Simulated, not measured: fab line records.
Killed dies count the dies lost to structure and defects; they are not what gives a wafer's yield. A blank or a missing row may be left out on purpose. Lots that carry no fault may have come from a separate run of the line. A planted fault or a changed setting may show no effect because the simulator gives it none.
Which tool did it? / flow berkeley-cmos170 / route of 331 steps, sampled at 1 step: 7 lots, 21 wafers

## WHAT THE GAUGES SHOWED, per wafer
UCB170_START_THK_MEAS_03.
lot=L194; measured=day 1 21:44; on=film-metro-02; START_OXIDE_THK (nm)=19.8 19.9 19.9
lot=L196; measured=day 2 06:20; on=film-metro-01; START_OXIDE_THK (nm)=19.6 20.1 20.0
lot=L199; measured=day 2 21:26; on=film-metro-02; START_OXIDE_THK (nm)=19.8 20.1 20.4
lot=L203; measured=day 3 15:32; on=film-metro-02; START_OXIDE_THK (nm)=20.3 20.3 20.3
lot=L211; measured=day 5 08:43; on=film-metro-02; START_OXIDE_THK (nm)=20.2 20.1 20.1
lot=L214; measured=day 6 00:27; on=film-metro-02; START_OXIDE_THK (nm)=20.3 19.7 19.8
lot=L216; measured=day 6 07:18; on=film-metro-03; START_OXIDE_THK (nm)=20.2 20.3 20.2

## TOOL THAT RAN EACH LOT (tool first, then ch and the chambers of the sampled wafers, then the start)
The record shows no process step preceding these readings.

## THE ANSWER, worked out from the rows above alone
Rule: usual is defined by the lots themselves. The widest of any qualifying gaps counts: lots, ordered by their means at a reading, are off when they make up no more than a third of the lots, leave a main group of 4 or more, and stand apart from it by 3 or more times the standard deviation of that group's means. A main group whose means are all the same, to the digits that the tables above print for the reading, isn't used. A lot without any number at a reading at which 4 lots or more have one is off too. Where the step has rows for the other lots, those lots are counted as sound.
No lot is off at any reading shown: from this, nothing can be told.

## WHAT THE SIMULATOR HAD PUT IN
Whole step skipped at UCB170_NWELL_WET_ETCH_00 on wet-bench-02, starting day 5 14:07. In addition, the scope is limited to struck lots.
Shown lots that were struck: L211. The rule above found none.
